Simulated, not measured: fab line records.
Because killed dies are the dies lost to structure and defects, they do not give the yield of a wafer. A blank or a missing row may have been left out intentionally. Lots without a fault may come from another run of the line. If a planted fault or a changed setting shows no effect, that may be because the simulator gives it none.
Problem report in the 8D (eight disciplines) form, filled by code :: flow ritCmos :: the parts of the form that need people (team, actions taken, sign-off) are left out

## 1. PROBLEM STATEMENT
Wafers free of any fault read 115.96 ohm/sq (standard deviation 0.28) for PSD_RS at RIT_SDANNEAL_RS_MEAS_04, against a mean of 110.21 ohm/sq on 6 wafers of 2 lots. Relative to the usual mean, that is a shift of -21 standard deviations.
The step: measures by four-point-probe.
First seen on wafer L264.2, day 5 18:56, on filmMetro-04. The record holds 42 wafers of 14 lots with a number at this step. Rule for "out", or "out of limits": more than 4 standard deviations from the usual mean. The rest of the wafers with a number are treated as sound.

## 2. WHAT IT IS, AND WHAT IT ISN'T
question: which readings at this step
is: PSD_RS
is not: -

question: which lots
is: L264, L268
is not: L251, L253, L254, L255, L257, L258, L259, L260, L262, L265, L270, L272

question: which wafers of those lots
is: all that have a number
is not: -

question: read on which gauges
is: filmMetro-03, filmMetro-04
is not: filmMetro-01

question: when
is: from day 5 18:56
is not: up to then (27 sound wafers); but 9 sound wafers of L265, L270, L272 came after

## 3. WHAT RULES OUT EACH SUSPECT
Counting: a tool at a process step up to the reading stays a suspect if it ran every lot that is out and no sound lot after the first of them.
- ruled out: the gauge at RIT_SDANNEAL_RS_MEAS_04. 2 gauges (filmMetro-03, filmMetro-04) read the wafers that are out.
- implanter-02 at RIT_PSD_IMPLANT_08: kept. All lots that are out passed through it, beginning with L264 at day 5 18:06, and no sound lot followed; its final sound lot before that point was L262 at day 5 07:28. On those wafers its own readings are out: beamOnS, doseIonsCm2.
The count leaves implanter-02 at RIT_PSD_IMPLANT_08.

## 4. THE CAUSE (what the simulator had put in)
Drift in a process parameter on implanter-02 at RIT_PSD_IMPLANT_08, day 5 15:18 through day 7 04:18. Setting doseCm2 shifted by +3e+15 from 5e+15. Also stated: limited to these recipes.
After counting, this tool was the only one left.

## 5. SEQUENCE OF EFFECTS, ordered by route
One row per reading whose mean, taken over the struck wafers that have a number, lies over 3 standard deviations from the usual. Scope: only readings with a usual standard deviation given in the record; hours: median across lots of the time from each lot's start at the first step in this table that gives one to its start at this step; sigmas: change in usual standard deviations.
hours: 0
step: RIT_PSD_IMPLANT_08
reading: beamOnS
usual: 12.60 s
on struck wafers: 20.43
change: +7.83
sigmas: +27

hours: 0
step: RIT_PSD_IMPLANT_08
reading: doseIonsCm2
usual: 5e+15
on struck wafers: 8e+15
change: +3e+15
sigmas: +99 or more

hours: 1
step: RIT_SDANNEAL_RS_MEAS_04
reading: PSD_RS
usual: 115.96 ohm/sq
on struck wafers: 110.21
change: -5.75
sigmas: -21
The process steps in it:
- RIT_PSD_IMPLANT_08

## 6. HOW IT WOULD HAVE BEEN CAUGHT EARLIER
In this record the first reading out of limits at a measuring or inspecting step was taken at day 5 18:56, 4 hours after the fault began at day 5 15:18.
At RIT_PSD_IMPLANT_08, the tool's own readings (beamOnS, doseIonsCm2) were out on each struck wafer the step has a row for, so an alarm limit on them would have fired on the first such wafer.
Among the 2 lots that are out, L268 began RIT_PSD_IMPLANT_08 on implanter-02 after day 5 18:56. It would have been spared by a hold on the tool at that moment.
